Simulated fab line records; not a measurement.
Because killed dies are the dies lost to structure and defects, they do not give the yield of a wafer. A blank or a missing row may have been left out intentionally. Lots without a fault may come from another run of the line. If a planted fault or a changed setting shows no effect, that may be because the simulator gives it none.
Which tool was responsible?    flow berkeleyCmos170    7 lots, 21 wafers sampled, at 2 steps of a route of 331

== WHAT THE GAUGES SHOWED, per wafer ==
UCB170_PVT_OVL_MEAS_06.
lot   measured      on          PVT_OVL (nm)
L555  day 6 23:07   overlay-02  -1 -4 -5
L558  day 7 09:11   overlay-02  -2 -3 -8
L562  day 8 05:04   overlay-02  11 2 10
L561  day 8 05:29   overlay-01  8 6 0
L566  day 9 13:35   overlay-01  8 14 7
L569  day 10 15:47  overlay-01  479 481 484
L570  day 11 00:27  overlay-01  481 482 473

== EACH LOT AND THE TOOL THAT RAN IT (in order: tool; ch and the chambers of the sampled wafers; start) ==
lot   UCB170_PVT_EXPOSE_03
L555  krfScanner-02 ch 0, day 6 22:25
L558  krfScanner-01 ch 0, day 7 08:49
L562  krfScanner-02 ch 0, day 8 04:32
L561  krfScanner-02 ch 0, day 8 05:05
L566  krfScanner-02 ch 0, day 9 13:13
L569  krfScanner-02 ch 0, day 10 15:26
L570  krfScanner-02 ch 0, day 11 00:02
- UCB170_PVT_EXPOSE_03: exposes mask NWELL, target cd 3000 nm.

== THE ANSWER, worked out from the rows above alone ==
Rule: the usual values come from the lots themselves. Put in order of their means at a reading, lots are off if they are a third of the lots or fewer, leave a main group of 4 or more, and stand apart from it by a gap of 3 or more times the standard deviation of the main group's means; of several such gaps the widest counts. If all means in a main group match to the digits the tables above print for the reading, that group is not used. Also off: a lot with no number at a reading for which 4 or more lots have one. All remaining lots with rows at the step are treated as sound.
Off: L569, L570, seen at UCB170_PVT_OVL_MEAS_06 (PVT_OVL). The main group: mean 3 nm, standard deviation 5.7.
If a tool, at a process step before that reading, ran all the lots that are off and no sound lot after the first of them, it fits. Gauges at UCB170_PVT_OVL_MEAS_06: tried the same way as those tools. This does not decide it: 2 tools fit, namely krfScanner-02 at UCB170_PVT_EXPOSE_03 and overlay-01 at UCB170_PVT_OVL_MEAS_06.

== WHAT HAD BEEN PUT IN BY THE SIMULATOR ==
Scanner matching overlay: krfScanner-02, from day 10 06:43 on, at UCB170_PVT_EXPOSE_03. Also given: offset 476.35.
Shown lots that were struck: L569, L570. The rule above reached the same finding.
